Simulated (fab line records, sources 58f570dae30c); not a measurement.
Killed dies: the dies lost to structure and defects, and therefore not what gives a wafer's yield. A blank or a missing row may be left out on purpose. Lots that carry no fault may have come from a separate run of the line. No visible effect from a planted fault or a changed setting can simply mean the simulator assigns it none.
Matching of chambers :: flow berkeleyCmos170 :: rieDiel-03 running UCB170_M3_ETCH_17: 3 sister chambers
The step etches BARC in N2/H2. 3 wafers are shown with their chamber, then 6 later ones without.

== WAFERS, EACH WITH ITS CHAMBER ==
wafer: L561.6
chamber: 2
oesProductAu (a.u.): 0.983

wafer: L558.2
chamber: 3
oesProductAu (a.u.): 1.030

wafer: L558.5
chamber: 1
oesProductAu (a.u.): 0.981

== WAFERS WITHOUT THEIR CHAMBER ==
wafer: L558.6
oesProductAu (a.u.): 1.025

wafer: L560.4
oesProductAu (a.u.): 0.974

wafer: L560.5
oesProductAu (a.u.): 0.990

wafer: L560.6
oesProductAu (a.u.): 0.975

wafer: L575.2
oesProductAu (a.u.): 1.018

wafer: L575.5
oesProductAu (a.u.): 1.014

== WHICH CHAMBER EACH WENT THROUGH ==
wafer: L558.6
from the rows above: 3
in truth: 3

wafer: L560.4
from the rows above: can't be placed: 1 or 2
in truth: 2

wafer: L560.5
from the rows above: can't be placed: 2 or 1
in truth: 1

wafer: L560.6
from the rows above: can't be placed: 1 or 2
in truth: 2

wafer: L575.2
from the rows above: 3
in truth: 3

wafer: L575.5
from the rows above: can't be placed: 3 or 2 or 1
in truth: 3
Correct placement for 2 of the 6. These rows do not allow placing 4 (true chamber among the candidates in 4). Wrongly placed: 0.
How it was worked out, from the rows above alone: a wafer's distance from a chamber is the root of the sum, over the readings, of the square of ((its reading less the chamber's mean) divided by the reading's scatter). If the next closest chamber is less than 2 further off than the closest, the wafer can't be placed; otherwise it belongs to the closest. For every chamber, the mean is computed from those of its wafers that are shown. The scatter (one wafer shown for each chamber): square how far every hidden wafer sits from the nearest shown wafer, average those squares and take the square root.
